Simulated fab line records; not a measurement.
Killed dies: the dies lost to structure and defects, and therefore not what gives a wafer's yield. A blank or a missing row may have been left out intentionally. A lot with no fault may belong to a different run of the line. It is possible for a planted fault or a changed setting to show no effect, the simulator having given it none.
Which tool was responsible? + flow rit cmos + 45 wafers from 15 lots sampled at 6 of the route's 202 steps

WHAT THE GAUGES SHOWED, per wafer
RIT_ACTIVE_THK_MEAS_04. Usual: ACTIVE_NITRIDE_THK typically reads 151.3 nm, with standard deviation 1.5.
| lot  | measured    | on            | ACTIVE_NITRIDE_THK (nm) | flag |
|------|-------------|---------------|-------------------------|------|
| L585 | day 1 13:32 | film metro-04 | 151.3 152.1 152.5       |      |
| L587 | day 1 23:32 | film metro-02 | 152.8 152.7 152.2       |      |
| L588 | day 2 04:32 | film metro-02 | 150.4 151.2 151.2       |      |
| L589 | day 2 10:05 | film metro-01 | 150.7 150.5 151.6       |      |
| L590 | day 2 15:57 | film metro-04 | 148.7 150.0 149.8       |      |
| L591 | day 2 22:32 | film metro-01 | 151.9 152.2 153.0       |      |
| L592 | day 3 01:51 | film metro-02 | 149.4 149.5 148.7       |      |
| L593 | day 3 05:32 | film metro-02 | 152.6 151.6 151.8       |      |
| L594 | day 3 12:49 | film metro-04 | 150.4 151.5 149.9       |      |
| L595 | day 3 16:25 | film metro-01 | 151.3 150.6 151.8       |      |
| L597 | day 4 02:26 | film metro-01 | 151.1 151.8 150.7       |      |
| L602 | day 5 02:32 | film metro-04 | 150.5 152.0 150.9       |      |
| L604 | day 5 14:23 | film metro-02 | 102.7 102.5 102.4       | OFF  |
| L605 | day 5 17:51 | film metro-04 | 104.7 104.2 103.9       | OFF  |
| L607 | day 6 03:45 | film metro-01 | 106.3 106.4 105.8       | OFF  |

RIT_FOX1_THK_MEAS_01. Usual: FOX1_OXIDE_THK typically reads 351 nm, with standard deviation 6.
| lot  | measured    | on            | FOX1_OXIDE_THK (nm) | flag |
|------|-------------|---------------|---------------------|------|
| L585 | day 1 17:31 | film metro-01 | 356 349 360         |      |
| L587 | day 2 03:49 | film metro-02 | 361 359 365         |      |
| L588 | day 2 09:10 | film metro-03 | 356 360 361         |      |
| L589 | day 2 14:04 | film metro-03 | 349 348 350         |      |
| L590 | day 2 20:46 | film metro-03 | 353 351 347         |      |
| L591 | day 3 01:50 | film metro-03 | 353 349 353         |      |
| L592 | day 3 05:22 | film metro-03 | 354 353 354         |      |
| L593 | day 3 11:55 | film metro-01 | 340 343 347         |      |
| L594 | day 3 16:08 | film metro-02 | 341 338 338         |      |
| L595 | day 3 20:37 | film metro-03 | 347 349 347         |      |
| L597 | day 4 06:29 | film metro-03 | 357 355 359         |      |
| L602 | day 5 07:47 | film metro-03 | 345 348 346         |      |
| L604 | day 5 17:50 | film metro-01 | 359 357 356         |      |
| L605 | day 5 22:50 | film metro-01 | 341 345 345         |      |
| L607 | day 6 08:38 | film metro-03 | 336 342 338         |      |

RIT_GATE_THK_MEAS_07. Usual: GATE_OXIDE_THK typically reads 3.02 nm, with standard deviation 0.064.
| lot  | measured    | on            | GATE_OXIDE_THK (nm) | flag |
|------|-------------|---------------|---------------------|------|
| L585 | day 2 10:56 | film metro-03 | 3.00 3.03 3.04      |      |
| L587 | day 2 22:46 | film metro-03 | 2.99 3.01 2.98      |      |
| L588 | day 3 03:35 | film metro-04 | 3.00 3.09 3.07      |      |
| L589 | day 3 12:10 | film metro-03 | 3.00 2.97 2.98      |      |
| L590 | day 3 14:49 | film metro-02 | 2.98 2.86 2.99      |      |
| L591 | day 3 22:21 | film metro-02 | 2.97 2.98 3.00      |      |
| L592 | day 4 02:07 | film metro-02 | 3.03 3.10 3.07      |      |
| L593 | day 4 06:44 | film metro-02 | 3.06 3.05 3.04      |      |
| L594 | day 4 10:53 | film metro-03 | 2.98 3.04 3.04      |      |
| L595 | day 4 16:40 | film metro-02 | 2.96 2.95 3.03      |      |
| L597 | day 4 22:56 | film metro-02 | 2.93 2.96 2.94      |      |
| L602 | day 6 00:32 | film metro-02 | 3.03 3.02 3.03      |      |
| L604 | day 6 12:18 | film metro-03 | 3.05 3.06 3.02      |      |
| L605 | day 6 15:23 | film metro-02 | 2.95 2.96 3.04      |      |
| L607 | day 7 05:01 | film metro-03 | 3.20 3.15 3.15      |      |

EACH LOT AND THE TOOL THAT RAN IT (in order: tool; ch and the chambers of the sampled wafers; start)
| lot  | RIT_ACTIVE_CVD_03          | RIT_ACTIVE_ETCH_13                | RIT_NRETRO_STRIP_09                 |
|------|----------------------------|-----------------------------------|-------------------------------------|
| L585 | lpcvd-01 ch 1, day 1 12:07 | rie diel-02 ch 1,2,3, day 1 14:50 | plasma asher-02 ch 0,1, day 2 06:43 |
| L587 | lpcvd-01 ch 0, day 1 22:07 | rie diel-02 ch 0,1,3, day 2 00:43 | plasma asher-01 ch 0,1, day 2 17:01 |
| L588 | lpcvd-01 ch 1, day 2 03:07 | rie diel-03 ch 0,1, day 2 05:50   | plasma asher-02 ch 0,1, day 2 22:52 |
| L589 | lpcvd-01 ch 1, day 2 08:40 | rie diel-01 ch 0,3, day 2 11:23   | plasma asher-01 ch 0,1, day 3 03:28 |
| L590 | lpcvd-02 ch 1, day 2 13:50 | rie diel-01 ch 0,2,3, day 2 17:08 | plasma asher-03 ch 0,1, day 3 10:20 |
| L591 | lpcvd-01 ch 0, day 2 21:07 | rie diel-01 ch 0,2,3, day 2 23:43 | plasma asher-02 ch 0,1, day 3 16:37 |
| L592 | lpcvd-02 ch 1, day 3 00:25 | rie diel-03 ch 0,1,3, day 3 03:09 | plasma asher-01 ch 0,1, day 3 20:52 |
| L593 | lpcvd-02 ch 0, day 3 04:07 | rie diel-02 ch 0,1,2, day 3 06:58 | plasma asher-03 ch 0,1, day 4 01:23 |
| L594 | lpcvd-01 ch 1, day 3 10:40 | rie diel-01 ch 0,1,2, day 3 13:58 | plasma asher-01 ch 0,1, day 4 05:03 |
| L595 | lpcvd-01 ch 0, day 3 14:17 | rie diel-02 ch 1,2, day 3 17:35   | plasma asher-02 ch 0,1, day 4 10:14 |
| L597 | lpcvd-01 ch 0, day 4 01:00 | rie diel-03 ch 0,1,2, day 4 03:49 | plasma asher-01 ch 0,1, day 4 19:10 |
| L602 | lpcvd-01 ch 1, day 5 01:07 | rie diel-03 ch 0,1,3, day 5 03:43 | plasma asher-03 ch 0,1, day 5 20:26 |
| L604 | lpcvd-01 ch 1, day 5 12:58 | rie diel-02 ch 2,3, day 5 15:41   | plasma asher-01 ch 0,1, day 6 06:43 |
| L605 | lpcvd-01 ch 1, day 5 16:26 | rie diel-03 ch 0,1, day 5 19:02   | plasma asher-03 ch 0, day 6 11:37   |
| L607 | lpcvd-01 ch 1, day 6 02:19 | rie diel-03 ch 1,3, day 6 05:02   | plasma asher-01 ch 0,1, day 6 21:04 |
- RIT_ACTIVE_CVD_03: deposits Si3N4 from SiH2Cl2/NH3, target thk 150 nm, time 1500 s.
- RIT_ACTIVE_ETCH_13: etches Si3N4 in SF6, stops on SiO2, time 210 s, target depth 210 nm.
- RIT_NRETRO_STRIP_09: strips in O2, time 180 s.

AS READ BY THE TOOLS THEMSELVES (means over the sampled wafers that have a number; for cases with no such wafer, the mark the record gives instead)
RIT_ACTIVE_CVD_03. Usual: zone power load pct at 19.1 %, with a standard deviation of 1.5.
| lot  | tool     | zone power load pct (%) | flag |
|------|----------|-------------------------|------|
| L585 | lpcvd-01 | 18.1                    |      |
| L587 | lpcvd-01 | 21.4                    |      |
| L588 | lpcvd-01 | 18.0                    |      |
| L589 | lpcvd-01 | 18.3                    |      |
| L590 | lpcvd-02 | 18.8                    |      |
| L591 | lpcvd-01 | 21.4                    |      |
| L592 | lpcvd-02 | 18.7                    |      |
| L593 | lpcvd-02 | 17.4                    |      |
| L594 | lpcvd-01 | 18.2                    |      |
| L595 | lpcvd-01 | 21.6                    |      |
| L597 | lpcvd-01 | 21.6                    |      |
| L602 | lpcvd-01 | 18.3                    |      |
| L604 | lpcvd-01 | 18.4                    |      |
| L605 | lpcvd-01 | 18.4                    |      |
| L607 | lpcvd-01 | 18.4                    |      |

RIT_ACTIVE_ETCH_13. Usual: drypump motor current A 5.7 A, standard deviation 0.36; oes product au 0.824 a.u., standard deviation 0.014; throttle valve pct 7.52 %, standard deviation 0.14.
| lot  | tool        | drypump motor current A (A) | oes product au (a.u.) | throttle valve pct (%) | flag |
|------|-------------|-----------------------------|-----------------------|------------------------|------|
| L585 | rie diel-02 | 5.5                         | 0.833                 | 7.46                   |      |
| L587 | rie diel-02 | 5.5                         | 0.836                 | 7.50                   |      |
| L588 | rie diel-03 | 6.0                         | 0.810                 | 7.66                   |      |
| L589 | rie diel-01 | 6.0                         | 0.823                 | 7.53                   |      |
| L590 | rie diel-01 | 6.1                         | 0.826                 | 7.51                   |      |
| L591 | rie diel-01 | 6.1                         | 0.831                 | 7.51                   |      |
| L592 | rie diel-03 | 5.9                         | 0.798                 | 7.57                   |      |
| L593 | rie diel-02 | 5.5                         | 0.835                 | 7.61                   |      |
| L594 | rie diel-01 | 5.9                         | 0.822                 | 7.50                   |      |
| L595 | rie diel-02 | 5.5                         | 0.835                 | 7.61                   |      |
| L597 | rie diel-03 | 5.8                         | 0.816                 | 7.53                   |      |
| L602 | rie diel-03 | 5.9                         | 0.808                 | 7.57                   |      |
| L604 | rie diel-02 | 5.5                         | 0.680                 | 7.32                   | OFF  |
| L605 | rie diel-03 | 6.0                         | 0.673                 | 7.66                   | OFF  |
| L607 | rie diel-03 | 6.1                         | 0.681                 | 7.62                   | OFF  |

RIT_NRETRO_STRIP_09. Usual: drypump motor current A at 5.9 A, with a standard deviation of 0.4.
| lot  | tool            | drypump motor current A (A) | flag |
|------|-----------------|-----------------------------|------|
| L585 | plasma asher-02 | 6.5                         |      |
| L587 | plasma asher-01 | 5.9                         |      |
| L588 | plasma asher-02 | 6.3                         |      |
| L589 | plasma asher-01 | 5.9                         |      |
| L590 | plasma asher-03 | 5.6                         |      |
| L591 | plasma asher-02 | 6.5                         |      |
| L592 | plasma asher-01 | 5.9                         |      |
| L593 | plasma asher-03 | 5.5                         |      |
| L594 | plasma asher-01 | 5.9                         |      |
| L595 | plasma asher-02 | 6.3                         |      |
| L597 | plasma asher-01 | 5.7                         |      |
| L602 | plasma asher-03 | 5.6                         |      |
| L604 | plasma asher-01 | 5.7                         |      |
| L605 | plasma asher-03 | 5.5                         |      |
| L607 | plasma asher-01 | 5.7                         |      |

THE ANSWER, worked out from the rows above alone
Rule: take the mean of a lot's wafers that have a number; if it is more than 3 standard deviations from the usual mean, the lot is off. A lot without any number at a reading at which 4 lots or more have one is off too. Any other lot the step has rows for is counted as sound. First the gauges in route order, then the tools' own readings, where a lot's mean is used as printed above. The first step at which some lot is off is used, and at that step the reading that is off furthest; a lot without a number counts as furthest.
Off: L604, L605, L607, at RIT_ACTIVE_THK_MEAS_04 (ACTIVE_NITRIDE_THK).
If a tool, at a process step before that reading, ran all the lots that are off and no sound lot after the first of them, it fits. Not tried: the gauges at RIT_ACTIVE_THK_MEAS_04; whatever is off there is also off at RIT_ACTIVE_ETCH_13, on other tools, and gauge error can't account for it. One fits: RIT_ACTIVE_CVD_03 on lpcvd-01. Its last sound lot is L602 (day 5 01:07), its first lot that is off L604 (day 5 12:58): a fault that began between those two fits.

WHAT HAD BEEN PUT IN BY THE SIMULATOR
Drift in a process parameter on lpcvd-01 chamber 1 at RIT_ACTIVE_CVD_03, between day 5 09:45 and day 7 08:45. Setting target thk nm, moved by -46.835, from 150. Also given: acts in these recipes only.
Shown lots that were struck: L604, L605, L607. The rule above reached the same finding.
